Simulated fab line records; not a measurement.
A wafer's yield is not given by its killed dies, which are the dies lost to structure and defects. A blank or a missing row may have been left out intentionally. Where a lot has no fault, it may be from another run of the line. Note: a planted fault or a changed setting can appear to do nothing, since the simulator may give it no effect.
fab line records | flow rit-cmos
record: lots: 13 wafers: 39 last-day: 8
route steps=202 shown NLDD@109 SPACER@130 NSD@140 CONTACT@168
lots that met no fault: taken from a fault-free run of the same line
start-h: the number of hours between the record's first day and the start of the first shown wafer of the lot | wait-h: time in hours since the lot's previous step | " the same as in the row above | L1.1+2: a row that stands for several wafers | - value missing, or start not given | * or withheld: withheld | < > ~ a bound
route shown NAME@n: names a module that has steps shown in the file, with the first one's number in the route | usual: average and standard deviation across the fault-free wafers | same: alike in all rows | chamber/n: place in a boat | sites: each site's reading | _std_site: standard deviation across them | _edge_site: the outer-site mean with the inner-site mean subtracted | radius-mm: for every site, how far away it sits from the centre of the wafer | mask NAME#n: copy n | behind: the tool/chamber that last shaped the wafer | hold: why the lot went on hold/how many hours it stayed there/how the hold came to an end | device: the transistor (n, p or np) that didn't switch | end of line: tests of these same wafers at the route's end | for a step that has no rows: nothing shown but its recipe | killed: the dies lost at the first sort to structure and to defects; this is not the yield of the wafer | map: a wafer's dies, x killed, . not, _ none there
set.NAME: the setting the step ran with; set.NAME@STEP: the setting that earlier step ran with | model.NAME: the simulator's own value behind a step, which no gauge read
a sample of lots followed through the steps of the route, with each step as a table and each wafer as a row
services: a tool's chamber out of use, with start hour (start-h, from the record's first day; less than 0 if before it), hours out, and reason
== steps ==
step: RIT_NLDD_OVL_MEAS_06
usual: NLDD_OVL: -1.1/1.6
columns lot.wafer tool chamber start-h wait-h NLDD_OVL[nm]
L429.2 overlay-01 - 42.16 - -4.1
L429.3 " - " " -3.2
L429.4 " - " " -0.8
L430.2 overlay-01 - 47.12 - -1.7
L430.3 " - " " -3.0
L430.6 " - " " -2.1
L431.1 overlay-01 - 52.50 - -0.8
L431.2 " - " " -0.7
L431.6 " - " " -1.8
L432.2 overlay-02 - 56.72 - -2.3
L432.3 " - " " -1.5
L432.5 " - " " -1.3
L433.1 overlay-01 - 64.25 - -0.8
L433.4 " - " " -1.4
L433.5 " - " " -2.1
L434.1 overlay-02 - 67.53 - -1.5
L434.3 " - " " -1.3
L434.6 " - " " 0.0
L439.1 overlay-01 - 92.10 - 1.1
L439.2 " - " " -1.1
L439.3 " - " " -0.2
L444.1 overlay-01 - 125.66 - -2.8
L444.2 " - " " -3.3
L444.5 " - " " -2.8
L446.3 overlay-02 - 129.59 - -1.8
L446.4 " - " " -2.1
L446.6 " - " " -0.5
L448.1 overlay-01 - 142.08 - -1.1
L448.2 " - " " -1.1
L448.4 " - " " 0.3
L449.2 overlay-02 - 147.50 - -1.3
L449.3 " - " " -0.7
L449.5 " - " " -1.8
L450.1 overlay-02 - 156.95 - -2.5
L450.4 " - " " 0.6
L450.5 " - " " 0.1
L452.1 overlay-01 - 170.26 - -2.9
L452.2 " - " " -1.9
L452.6 " - " " -2.4
step: RIT_SPACER_ETCHBACK_05
recipe: target-depth-a: 2500 SF6_flow_sccm: 30 CHF3_flow_sccm: 30 target: Si3N4 chemistry: SF6/CHF3 pressure-mtorr: 40 rf-w: 250 time-s: 240 stop-on: SiO2
usual: drypump-motor-current-A: 5.60/0.28 oes-product-au: 0.848/0.0098 throttle-valve-pct: 10.27/0.13
columns lot.wafer tool chamber start-h wait-h drypump-motor-current-A oes-product-au rf-hours-counter-h throttle-valve-pct
L429.2 rie-diel-04 3 46.63 0.0 5.92 0.837 140 10.35
L429.3 " 0 " " 5.49 0.830 112 10.31
L429.4 " 1 " " 5.73 0.859 49 10.23
L430.2 rie-diel-01 2 52.49 0.0 5.57 0.831 163 10.38
L430.3 " 3 " " 5.56 0.860 11 10.31
L430.6 " 2 " " 5.53 0.842 - 10.38
L431.1 rie-diel-01 0 59.57 0.1 5.44 0.850 125 10.18
L431.2 " 2 " " 5.55 0.849 163 10.38
L431.6 " 3 " " 5.54 0.858 - 10.32
L432.2 rie-diel-02 3 61.48 0.0 5.53 0.845 162 10.28
L432.3 " 0 " " 5.75 0.844 92 10.07
L432.5 " 1 " " 5.63 0.846 - 10.51
L433.1 rie-diel-02 3 68.74 0.1 5.54 0.831 163 10.30
L433.4 " 1 " " 5.64 0.846 151 10.52
L433.5 " 0 " " 5.81 0.848 - 10.08
L434.1 rie-diel-01 2 71.97 0.1 5.53 0.834 163 10.39
L434.3 " 0 " " 5.44 0.853 126 10.20
L434.6 " 2 " " 5.53 0.836 - 10.39
L439.1 rie-diel-04 1 97.53 0.1 5.69 0.855 51 10.23
L439.2 " 0 " " 5.47 0.854 113 10.31
L439.3 " 2 " " 5.18 0.854 115 10.34
L444.1 rie-diel-01 2 130.02 0.1 5.56 0.865 0 10.39
L444.2 " 3 " " 5.50 0.863 13 10.32
L444.5 " 3 " " 5.54 0.869 - 10.31
L446.3 rie-diel-04 2 134.20 0.1 5.17 0.842 - 10.34
L446.4 " 1 " " 5.73 0.846 - 10.24
L446.6 " 2 " " 5.19 0.846 - 10.32
L448.1 rie-diel-02 3 146.61 0.1 5.53 0.841 1 10.30
L448.2 " 2 " " 6.29 0.856 0 10.10
L448.4 " 3 " " 5.53 0.842 - 10.29
L449.2 rie-diel-01 1 151.95 0.0 5.20 0.843 26 10.18
L449.3 " 3 " " 5.55 0.860 13 10.31
L449.5 " 1 " " 5.21 0.852 - 10.19
L450.1 rie-diel-04 2 161.50 0.1 5.19 0.844 116 10.35
L450.4 " 3 " " 5.92 0.834 - 10.35
L450.5 " 1 " " 5.73 0.853 - 10.22
L452.1 rie-diel-01 0 175.51 0.1 5.42 0.850 128 10.19
L452.2 " 2 " " 5.55 0.846 1 10.40
L452.6 " 2 " " 5.59 0.843 - 10.39
step: RIT_NSD_STRIP_09
recipe: chemistry: O2 time-s: 180 resist: NOVOLAK platen-temp-c: withheld power-w: 500 pressure-mtorr: 4000 o2-flow-sccm: 4000
usual: drypump-motor-current-A: 6.1/0.38 rf-refl-power-W: 8.7/0.6
columns lot.wafer tool chamber start-h wait-h drypump-motor-current-A rf-hours-counter-h rf-refl-power-W
L429.2 plasma-asher-01 0 48.09 0.1 6.5 24 9.3
L429.3 " 0 " " 6.5 - 9.3
L429.4 " 1 " " 6.0 - 8.1
L430.2 plasma-asher-01 0 54.32 0.1 6.5 25 9.0
L430.3 " 0 " " 6.5 - 8.9
L430.6 " 0 " " 6.5 - 9.2
L431.1 plasma-asher-02 0 61.03 0.1 6.2 41 8.4
L431.2 " 1 " " 5.5 41 9.4
L431.6 " 0 " " 6.2 - 8.4
L432.2 plasma-asher-02 0 62.82 0.1 6.2 41 8.3
L432.3 " 0 " " 6.2 - 8.6
L432.5 " 1 " " 5.5 - 9.4
L433.1 plasma-asher-03 1 70.26 0.1 6.4 42 7.4
L433.4 " 0 " " 5.4 - 8.9
L433.5 " 0 " " 5.4 - 9.2
L434.1 plasma-asher-03 0 73.30 0.1 5.4 42 9.0
L434.3 " 0 " " 5.4 - 9.2
L434.6 " 0 " " 5.4 - 8.9
L439.1 plasma-asher-02 1 98.87 0.1 5.5 45 9.0
L439.2 " 0 " " 6.2 45 8.6
L439.3 " 0 " " 6.2 - 8.6
L444.1 plasma-asher-02 1 131.35 0.1 5.5 48 9.4
L444.2 " 0 " " 6.2 48 8.3
L444.5 " 1 " " 5.5 - 9.6
L446.3 plasma-asher-01 1 135.72 0.1 6.0 - 8.0
L446.4 " 0 " " 6.5 - 8.9
L446.6 " 1 " " 6.0 - 8.2
L448.1 plasma-asher-01 0 147.94 0.1 6.5 35 9.1
L448.2 " 1 " " 6.0 35 8.2
L448.4 " 1 " " 6.0 - 8.1
L449.2 plasma-asher-01 0 153.29 0.1 6.5 35 9.1
L449.3 " 0 " " 6.5 - 9.1
L449.5 " 0 " " 6.5 - 9.2
L450.1 plasma-asher-02 0 163.04 0.1 6.2 52 8.2
L450.4 " 0 " " 6.2 - 8.2
L450.5 " 0 " " 6.2 - 8.3
L452.1 plasma-asher-02 1 176.84 0.1 5.5 53 9.8
L452.2 " 0 " " 6.2 53 8.2
L452.6 " 0 " " 6.2 - 8.5
step: RIT_CONTACT_CVD_00
recipe: material: SiO2 target-thk-nm: 400 precursor: TEOS temp-c: 390 time-s: 61 rf-w: 400
usual: heater-power-w: 331/44 run-length-s: 89.3/0.61
columns lot.wafer tool chamber start-h wait-h heater-power-w run-length-s since-wet-clean-h
L429.2 pecvd-03 0 51.35 0.0 341 89.2 202
L429.3 " 2 " " 289 89.8 202
L429.4 " 0 " " 361 89.4 -
L430.2 pecvd-02 2 57.56 0.0 387 88.4 613
L430.3 " 0 " " 297 89.1 613
L430.6 " 2 " " 399 88.5 -
L431.1 pecvd-04 1 64.42 0.1 356 89.3 1010
L431.2 " 0 " " 384 87.8 1010
L431.6 " 0 " " 282 87.9 -
L432.2 pecvd-03 0 66.11 0.0 273 89.3 217
L432.3 " 2 " " 300 90.3 217
L432.5 " 1 " " 399 89.9 -
L433.1 pecvd-02 1 73.65 0.1 304 88.1 629
L433.4 " 0 " " 321 89.0 -
L433.5 " 1 " " 304 88.0 -
L434.1 pecvd-04 0 76.44 0.1 358 88.5 1022
L434.3 " 2 " " 238 89.2 1022
L434.6 " 2 " " 251 89.5 -
L439.1 pecvd-02 1 101.95 0.1 303 88.1 657
L439.2 " 2 " " 376 117.4 657
L439.3 " 0 " " 276 88.9 657
L444.1 pecvd-03 2 134.55 0.1 336 90.0 285
L444.2 " 0 " " 303 89.9 285
L444.5 " 0 " " 326 89.7 -
L446.3 pecvd-04 1 138.99 0.1 377 89.4 -
L446.4 " 2 " " 234 89.5 -
L446.6 " 2 " " 251 89.4 -
L448.1 pecvd-03 2 151.18 0.1 312 89.5 302
L448.2 " 0 " " 338 89.6 302
L448.4 " 1 " " 421 89.4 -
L449.2 pecvd-04 2 156.61 0.0 310 89.7 1102
L449.3 " 2 " " 321 89.7 -
L449.5 " 1 " " 336 89.8 -
L450.1 pecvd-03 2 166.24 0.1 318 90.2 317
L450.4 " 2 " " 328 90.1 -
L450.5 " 1 " " 373 89.7 -
L452.1 pecvd-03 0 180.06 0.1 361 89.3 331
L452.2 " 2 " " 295 89.7 331
L452.6 " 0 " " 358 90.2 -
step: RIT_CONTACT_THK_MEAS_01
recipe: reads: SiO2_of_CONTACT_CVD_00
usual: CONTACT_TEOS_THK: 399/4.9
columns lot.wafer tool chamber start-h wait-h CONTACT_TEOS_THK[nm]
L429.2 film-metro-04 - 51.41 0.0 395
L429.3 " - " " 394
L429.4 " - " " 396
L430.2 film-metro-03 - 57.62 0.0 397
L430.3 " - " " 400
L430.6 " - " " 405
L431.1 film-metro-01 - 64.47 0.0 400
L431.2 " - " " 397
L431.6 " - " " 403
L432.2 film-metro-04 - 66.17 0.0 399
L432.3 " - " " 401
L432.5 " - " " 410
L433.1 film-metro-04 - 73.70 0.0 397
L433.4 " - " " 400
L433.5 " - " " 399
L434.1 film-metro-04 - 76.49 0.0 396
L434.3 " - " " 392
L434.6 " - " " 398
L439.1 film-metro-04 - 102.00 0.0 396
L439.2 " - " " 587
L439.3 " - " " 399
L444.1 film-metro-01 - 134.61 0.0 390
L444.2 " - " " 394
L444.5 " - " " 400
L446.3 film-metro-04 - 139.06 0.0 407
L446.4 " - " " 403
L446.6 " - " " 405
L448.1 film-metro-04 - 151.23 0.0 387
L448.2 " - " " 395
L448.4 " - " " 397
L449.2 film-metro-04 - 156.70 0.1 389
L449.3 " - " " 400
L449.5 " - " " 399
L450.1 film-metro-04 - 166.30 0.0 392
L450.4 " - " " 397
L450.5 " - " " 398
L452.1 film-metro-01 - 180.11 0.0 391
L452.2 " - " " 391
L452.6 " - " " 398
== services ==
columns tool chamber start-h hours kind
plasma-asher-02 - 43.78 0.9 repair
pecvd-02 2 46.33 5.2 repair
rie-diel-02 2 47.65 11.6 repair
pecvd-02 - 50.36 0.5 repair
plasma-asher-03 - 56.69 2.8 pm
rie-diel-04 0 58.18 22.7 repair
pecvd-03 - 61.37 2.8 pm
rie-diel-02 3 74.83 - clean
rie-diel-02 3 74.83 14.3 scheduled-down
rie-diel-02 3 74.83 14.3 vent-cycle
rie-diel-01 2 80.22 - clean
rie-diel-01 2 80.22 23.5 scheduled-down
rie-diel-01 2 80.22 23.5 vent-cycle
pecvd-04 - 101.98 2.8 pm
pecvd-04 - 106.59 2.2 repair
plasma-asher-03 - 108.75 9.0 pm
rie-diel-02 1 109.40 4.0 repair
pecvd-04 0 127.04 37.9 repair
rie-diel-04 3 127.92 6.3 repair
rie-diel-01 2 132.48 1.5 repair
rie-diel-04 0 133.90 50.4 repair
rie-diel-01 3 136.69 4.3 repair
plasma-asher-03 - 142.18 0.6 repair
plasma-asher-01 - 175.77 4.3 repair
== key ==
first-sign: step: RIT_CONTACT_CVD_00 reading: run-length-s direction: up sigmas: 46 usual: * struck: *
effect: step: RIT_CONTACT_THK_MEAS_01 reading: CONTACT_TEOS_THK direction: up sigmas: 38 usual: 399 struck: 587
met-at RIT_CONTACT_CVD_00
struck-lots L439
struck-wafers L439.2
later-rows-left-out L439.2
sort-left-out L439.2
tester-left-out L439
not-acting-at RIT_NLDD_OVL_MEAS_06,RIT_SPACER_ETCHBACK_05,RIT_NSD_STRIP_09
onset-between 57.56 101.95
fault: kind: process-parameter-drift tool: pecvd-02 chamber: 2 onset-h: 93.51 steps: RIT_CONTACT_CVD_00 channel: time-s offset: * shape: step end-h: 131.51 stated: *
tester-left-out: of these lots the tester's yield and bins aren't shown, on N5 and GAA mostly nor the transistor test; their killed dies are dies lost to structure and defects alone, not to doping, threshold or leakage, so they don't give the yield
sort-left-out: the simulated sort isn't trusted on such a fault, so these wafers' sort isn't shown, and their yield isn't known
later-rows-left-out: the simulator's readings of these wafers behind a module that went badly wrong aren't trusted and aren't shown, but for the sort
